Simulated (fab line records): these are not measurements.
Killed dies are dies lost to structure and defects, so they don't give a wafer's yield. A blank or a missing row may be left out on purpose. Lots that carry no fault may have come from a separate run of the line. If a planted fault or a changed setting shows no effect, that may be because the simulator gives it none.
Comparing a struck lot with a sound one | flow rit-cmos | 18 steps out of a route of 202
Sound: the wafers L885.3, L885.4, L885.5. Wafers L889.1, L889.3, L889.5 were the ones struck. At the end, the cause is stated.
Per side, at each step with rows, come the tool, then ch with its chambers, and then its first start. Under that, the readings that differ: sound wafers | struck wafers | difference of the means | sigmas: that difference in standard deviations of wafers without a fault.
alike: a reading whose means differ by less than 2 such deviations, as well as words and numbers matching on both sides. not compared: withheld readings; readings where some wafer has no value; bounds like >300 that might hide an equal value; numbers whose values overlap and for which the record gives no deviation.
Wherever a step has rows on one side only, a row that says differs or no value, or a row with sigmas, the two part there. When numbers do not overlap yet have no deviation, they are printed without sigmas and do not part them. A reading missing from all wafers of one side parts the sides only when that side holds two or more wafers.

first, 2 steps without rows for these wafers: RIT_ACTIVE_CLEAN_17 (cleans in SC2, time 600 s); RIT_FOX1_OXIDATION_00 (target thk 350.7 nm, ox time 1130 s).
RIT_FOX1_THK_MEAS_01:
  sound: film-metro-03 at day 2 15:16; struck: film-metro-03 at day 3 10:48
  reading             | sound       | struck      | difference | sigmas
  FOX1_OXIDE_THK (nm) | 363 365 362 | 343 350 348 | -16        | -2
then, 2 steps without rows for these wafers: RIT_FOX1_WET_ETCH_02 (etches SiO2 in BOE, target depth 350 nm, time 390 s); RIT_FOX2_OXIDATION_00 (target thk 350.7 nm, ox time 1130 s).
RIT_FOX2_THK_MEAS_01:
  sound: film-metro-01 at day 2 16:45; struck: film-metro-01 at day 3 13:28
  alike: FOX2_OXIDE_THK
then, 2 steps without rows for these wafers: RIT_FOX2_CLEAN_02 (cleans in dHF, time 180 s); RIT_FOX2_WET_ETCH_03 (etches Si3N4 in H3PO4, target depth 195 nm, time 2700 s).
RIT_FOX2_THK_MEAS_90:
  sound: film-metro-04 at day 2 17:38; struck: film-metro-02 at day 3 14:20
  alike: FIELD_OXIDE_LEFT_1_THK
then, 3 steps without rows for these wafers: RIT_NWELL_HMDS_00 (prime time 60 s); RIT_NWELL_COAT_01 (resist thk 1321 nm); RIT_NWELL_SOFTBAKE_02 (time 60 s).
RIT_NWELL_EXPOSE_03: exposes mask M2, target cd 43900 nm.
  sound on iline-stepper-02 ch 0, day 2 18:17; struck on iline-stepper-02 ch 0, day 3 14:51
  reading                       | sound             | struck         | difference | sigmas
  model.NWELL.overlay-x-nm (nm) | 1.175 1.175 1.175 | -150 -150 -150 | -151       |
  alike: mask
then, 2 steps without rows for these wafers: RIT_NWELL_PEB_04; RIT_NWELL_DEVELOP_05 (develop time 68 s).
RIT_NWELL_OVL_MEAS_06:
  sound: overlay-01 at day 2 18:41; struck: overlay-02 at day 3 15:17
  reading        | sound          | struck               | difference | sigmas
  NWELL_OVL (nm) | -1.4 -0.2 -1.5 | -150.1 -151.4 -150.9 | -149.8     | -99 or more
then, 1 step without rows for these wafers: RIT_NWELL_HARDBAKE_07 (time 120 s).
RIT_M1_PROBE_99:
  the record has rows for the sound wafers here (prober-02, day 4 09:10) and none for the struck ones

## WHERE THEY PART
Earliest at RIT_FOX1_THK_MEAS_01; latest, in this record, at RIT_M1_PROBE_99.

WHY: whatever the simulator had introduced
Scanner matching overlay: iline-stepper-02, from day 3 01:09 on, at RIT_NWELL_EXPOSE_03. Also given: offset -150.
